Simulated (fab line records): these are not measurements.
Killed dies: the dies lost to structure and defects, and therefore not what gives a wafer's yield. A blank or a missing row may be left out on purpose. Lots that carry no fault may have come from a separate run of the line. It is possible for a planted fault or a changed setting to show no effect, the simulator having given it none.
A lot that was struck, set against a sound lot -- flow rit-cmos -- 14 steps out of a route of 202
Sound: wafers L467.1, L467.2, L467.5. Wafers L455.1, L455.3, L455.6 were the ones struck. Last of all comes the cause.
At each step with rows: each side's tool, then ch and its chambers, then its first start. Under that, the readings that differ: sound wafers -- struck wafers -- difference of the means -- sigmas: that difference in standard deviations of wafers without a fault.
alike: words and numbers the same on both sides, and readings whose means are apart by under 2 such deviations; not compared: readings that were withheld, readings missing a value for some wafer, numbers with overlapping values and no deviation given by the record, and bounds like >300 which may hide the same value.
Wherever a step has rows on one side only, a row that says differs or no value, or a row with sigmas, the two part there. Non-overlapping numbers with no deviation appear without sigmas and do not part them. A reading that every wafer of one side lacks parts them only if that side has two wafers or more.

RIT_FOX1_THK_MEAS_01:
  sound: film-metro-02 at day 5 12:02; struck: film-metro-03 at day 3 04:57
reading,sound,struck,difference,sigmas
FOX1_OXIDE_THK (nm),357 364 361,344 343 352,-14,-2
then, 2 steps without rows for these wafers: RIT_FOX1_WET_ETCH_02 (etches SiO2 in BOE, target depth 350 nm, time 390 s); RIT_FOX2_OXIDATION_00 (target thk 350.7 nm, ox time 1130 s).
RIT_FOX2_THK_MEAS_01:
  sound: film-metro-02 at day 5 13:32; struck: film-metro-04 at day 3 10:19
  alike: FOX2_OXIDE_THK
then, 2 steps without rows for these wafers: RIT_FOX2_CLEAN_02 (cleans in dHF, time 180 s); RIT_FOX2_WET_ETCH_03 (etches Si3N4 in H3PO4, target depth 195 nm, time 2700 s).
RIT_FOX2_THK_MEAS_90:
  sound: film-metro-02 at day 5 14:25; struck: film-metro-04 at day 3 11:11
  alike: FIELD_OXIDE_LEFT_1_THK
then, 5 steps without rows for these wafers: RIT_NWELL_HMDS_00 (prime time 60 s); RIT_NWELL_COAT_01 (resist thk 1300 nm); RIT_NWELL_SOFTBAKE_02 (time 60 s); RIT_NWELL_EXPOSE_03 (exposes mask M2, target cd 43900 nm); RIT_NWELL_PEB_04.
RIT_NWELL_DEVELOP_05: develop time 68 s.
  sound on litho-track-04 ch 0, day 5 15:00; struck on litho-track-02, day 3 12:00
  no value came back on the struck wafers for chill-plate-temp-C (C), develop-time-s (s), developer-temp-C (C), resist-line-temp-C (C); on the sound wafers chill-plate-temp-C (C) reads 23.01 22.91 22.93
RIT_NWELL_OVL_MEAS_06:
  sound: overlay-01 at day 5 15:29; struck: overlay-01 at day 3 12:15
reading,sound,struck,difference,sigmas
NWELL_OVL (nm),-1.6 -0.8 1.0,- - -,no value on the struck wafers,

## WHERE THEY PART
First at RIT_FOX1_THK_MEAS_01; last, within this record, at RIT_NWELL_OVL_MEAS_06.

WHY: what had been put in by the simulator
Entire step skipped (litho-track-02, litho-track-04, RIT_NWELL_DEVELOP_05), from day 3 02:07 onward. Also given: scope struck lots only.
